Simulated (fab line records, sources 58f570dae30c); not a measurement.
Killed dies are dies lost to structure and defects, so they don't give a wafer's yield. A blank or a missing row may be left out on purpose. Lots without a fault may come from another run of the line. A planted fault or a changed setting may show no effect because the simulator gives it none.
A struck lot beside a sound one | flow berkeley_cmos170 | 17 steps out of a route of 331
Sound: wafers L959.1, L959.2, L959.6. Struck: wafers L964.1, L964.3, L964.4. The cause comes at the end.
At each step with rows: each side's tool, then ch and its chambers, then its first start. Under that, the readings that differ: sound wafers | struck wafers | difference of the means | sigmas: that difference in standard deviations of wafers without a fault.
alike: readings whose means differ by less than 2 such deviations, and words and numbers that are the same on both sides. not compared: withheld readings, readings that some wafer has no value for, bounds like >300 that may hide the same value, and numbers for which the record gives no deviation and whose values overlap.
The two part at a step that has a row with sigmas, a row that says differs or no value, or rows on one side only. Numbers that don't overlap but have no deviation are shown without sigmas and don't part them. A reading that every wafer of one side lacks parts them only if that side has two wafers or more.

first, 1 step without rows for these wafers: UCB170_PLDD_DEVELOP_05 (develop time 45 s).
UCB170_PLDD_CD_MEAS_06: target cd 1200 nm.
  sound on cd_sem-01, day 8 09:55; struck on cd_sem-01, day 9 20:45
  alike: cd_nm
UCB170_PLDD_OVL_MEAS_07:
  sound on overlay-02, day 8 10:02; struck on overlay-02, day 9 20:52
  alike: PLDD_OVL
then, 2 steps without rows for these wafers: UCB170_PLDD_IMPLANT_08; UCB170_PLDD_IMPLANT_09.
UCB170_PLDD_STRIP_10: strips in O2.
  sound on plasma_asher-02 ch 0,1, day 8 10:22; struck on plasma_asher-03 ch 0,1, day 9 21:12
  alike: drypump_motor_current_A, oes_product_au, strip_time_to_endpoint_s
  not compared: rf_hours_counter_h
UCB170_PLDD_TW_MEAS_11:
  sound on film_metro-03, day 8 10:28; struck on film_metro-02, day 9 21:18
  alike: PLDD_TW
then, 5 steps without rows for these wafers: UCB170_PLDD_CLEAN_12 (cleans in SPM, time 600 s); UCB170_NLDD_HMDS_00 (prime time 60 s); UCB170_NLDD_COAT_01 (resist thk 900 nm); UCB170_NLDD_SOFTBAKE_02 (time 60 s); UCB170_NLDD_EXPOSE_03 (exposes mask NSELECT, target cd 1200 nm).
UCB170_NLDD_PEB_04:
  sound on litho_track-03 ch 0, day 8 11:40; struck on litho_track-03 ch 0, day 9 22:16
  reading                  | sound             | struck            | difference | sigmas
  heater_power_total_W (W) | 56.79 56.85 56.77 | 70.66 70.59 70.71 | +13.85     | +99 or more
  alike: chill_plate_temp_C
then, 1 step without rows for these wafers: UCB170_NLDD_DEVELOP_05 (develop time 45 s).
UCB170_NLDD_CD_MEAS_06: target cd 1200 nm.
  sound on cd_sem-02, day 8 11:57; struck on cd_sem-02, day 9 22:32
  reading    | sound                | struck               | difference | sigmas
  cd_nm (nm) | 1199.2 1199.7 1197.7 | 1142.3 1141.4 1141.8 | -57.0      | -44
UCB170_NLDD_OVL_MEAS_07:
  sound on overlay-02, day 8 12:04; struck on overlay-02, day 9 22:40
  alike: NLDD_OVL
UCB170_M3_PROBE_99:
  the record has rows for the sound wafers here (prober-01, day 9 23:44) and none for the struck ones

WHERE THEY PART
First at UCB170_NLDD_PEB_04; last, within this record, at UCB170_M3_PROBE_99.

WHY: what the simulator had put in
Process parameter drift: litho_track-03, from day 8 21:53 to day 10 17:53, at UCB170_NLDD_PEB_04. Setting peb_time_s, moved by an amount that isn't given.
